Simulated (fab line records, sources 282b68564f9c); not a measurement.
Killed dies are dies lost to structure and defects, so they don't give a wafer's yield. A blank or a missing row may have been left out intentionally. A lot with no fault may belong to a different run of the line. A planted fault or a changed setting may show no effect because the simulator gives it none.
Comparing a struck lot with a sound one	flow rit_cmos	15 out of 202 route steps
Sound: these wafers, L410.1, L410.3, L410.4. Wafers struck: L415.4, L415.5, L415.6. At the end, the cause is stated.
At each step with rows: each side's tool, then ch and its chambers, then its first start. Under that, the readings that differ: sound wafers	struck wafers	difference of the means	sigmas: that difference in standard deviations of wafers without a fault.
alike: words and numbers the same on both sides, and readings whose means are apart by under 2 such deviations; not compared: readings that were withheld, readings missing a value for some wafer, numbers with overlapping values and no deviation given by the record, and bounds like >300 which may hide the same value.
Wherever a step has rows on one side only, a row that says differs or no value, or a row with sigmas, the two part there. Non-overlapping numbers with no deviation appear without sigmas and do not part them. A reading that every wafer of one side lacks parts them only if that side has two wafers or more.

first, 2 steps without rows for these wafers: RIT_PLDD_HARDBAKE_07 (time 60 s); RIT_PLDD_IMPLANT_08.
RIT_PLDD_STRIP_09: strips in O2, time 180 s.
  sound on plasma_asher-04 ch 0,1, day 3 20:11; struck on plasma_asher-04 ch 0,1, day 4 15:26
  alike: drypump_motor_current_A
  not compared: rf_hours_counter_h
RIT_PLDD_TW_MEAS_10:
  sound on film_metro-01, day 3 20:22; struck on film_metro-01, day 4 15:35
  alike: PLDD_TW
then, 4 steps without rows for these wafers: RIT_SPACER_CLEAN_00 (cleans in SC1, time 600 s); RIT_SPACER_CLEAN_01 (cleans in dHF, time 30 s); RIT_SPACER_CLEAN_02 (cleans in SC2, time 600 s); RIT_SPACER_CVD_03 (deposits Si3N4 from SiH2Cl2/NH3, target thk 250 nm, time 3232 s).
RIT_SPACER_THK_MEAS_04:
  sound on film_metro-03, day 3 22:42; struck on film_metro-03, day 4 19:03
  alike: SPACER_NITRIDE_THK
RIT_SPACER_ETCHBACK_05: etches Si3N4 in SF6/CHF3, stops on SiO2, target depth 250 nm, time 240 s.
  sound on rie_diel-02 ch 1,2,3, day 3 22:46; struck on rie_diel-02 ch 0,1,2, day 4 19:05
  alike: drypump_motor_current_A, oes_product_au, throttle_valve_pct
  not compared: rf_hours_counter_h
then, 2 steps without rows for these wafers: RIT_NSD_HMDS_00 (prime time 60 s); RIT_NSD_COAT_01 (resist thk 1000 nm).
RIT_NSD_SOFTBAKE_02: time 60 s.
  sound on litho_track-03 ch 0, day 3 23:13; struck on litho_track-02 ch 0, day 4 19:36
reading	sound	struck	difference	sigmas
run_length_s (s)	89.26 89.36 89.25	99.69 99.80 99.58	+10.40	+52
then, 1 step without rows for these wafers: RIT_NSD_EXPOSE_03 (exposes mask M9, target cd 40700 nm).
RIT_M1_PROBE_99:
  sound on prober-02, day 4 12:59; struck on prober-01, day 5 07:33
  alike: killed_at_M0_to_M3, killed_at_contacts, killed_at_front_end, killed_dies, killed_open, killed_short

## WHERE THEY PART
RIT_NSD_SOFTBAKE_02 only, going by this record. Later steps at which nothing parts them and some readings are alike: RIT_M1_PROBE_99.

WHY: whatever the simulator had introduced
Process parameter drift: litho_track-02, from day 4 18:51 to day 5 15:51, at RIT_NSD_SOFTBAKE_02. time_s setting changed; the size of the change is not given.
